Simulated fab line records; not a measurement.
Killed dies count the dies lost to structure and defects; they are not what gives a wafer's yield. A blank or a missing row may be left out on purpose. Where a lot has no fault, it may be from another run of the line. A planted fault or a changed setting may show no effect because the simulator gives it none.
Matching of chambers :: flow berkeley-cmos170 :: cmp-02 running UCB170_V2_CMP_02: 4 sister chambers
The step polishes SiO2. 8 wafers are shown with their chamber, then 7 later ones without.

WAFERS, EACH WITH ITS CHAMBER
wafer: L785.4
chamber: 3
motor-current-A (A): 17.0

wafer: L787.2
chamber: 0
motor-current-A (A): 15.3

wafer: L787.5
chamber: 0
motor-current-A (A): 15.5

wafer: L788.2
chamber: 3
motor-current-A (A): 17.1

wafer: L788.4
chamber: 2
motor-current-A (A): 14.5

wafer: L788.5
chamber: 2
motor-current-A (A): 14.3

wafer: L795.2
chamber: 1
motor-current-A (A): 14.5

wafer: L795.5
chamber: 1
motor-current-A (A): 14.2

WAFERS MISSING THEIR CHAMBER
wafer: L795.6
motor-current-A (A): 15.2

wafer: L798.2
motor-current-A (A): 14.0

wafer: L798.5
motor-current-A (A): 15.5

wafer: L798.6
motor-current-A (A): 13.8

wafer: L799.1
motor-current-A (A): 14.8

wafer: L799.2
motor-current-A (A): 14.0

wafer: L799.4
motor-current-A (A): 15.2

WHICH CHAMBER EACH WENT THROUGH
wafer: L795.6
from the rows above: 0
in truth: 0

wafer: L798.2
from the rows above: can't be placed: 1 or 2
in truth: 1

wafer: L798.5
from the rows above: 0
in truth: 0

wafer: L798.6
from the rows above: can't be placed: 1 or 2
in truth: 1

wafer: L799.1
from the rows above: can't be placed: 2 or 1 or 0
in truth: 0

wafer: L799.2
from the rows above: can't be placed: 1 or 2
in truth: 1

wafer: L799.4
from the rows above: 0
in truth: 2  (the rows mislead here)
Correctly placed: 2 of 7. These rows do not allow placing 4 (true chamber among the candidates in 4). Placed wrongly: 1.
How it was worked out, from the rows above alone: a wafer's distance from a chamber is the root of the sum, over the readings, of the square of ((its reading less the chamber's mean) divided by the reading's scatter). The wafer belongs to the nearest chamber; if the next one is less than 2 further off, it can't be placed. For every chamber, the mean is computed from those of its wafers that are shown. The scatter: the root of (the sum of the squares of (reading less its chamber's mean) over the shown wafers, divided by (wafers less chambers)).
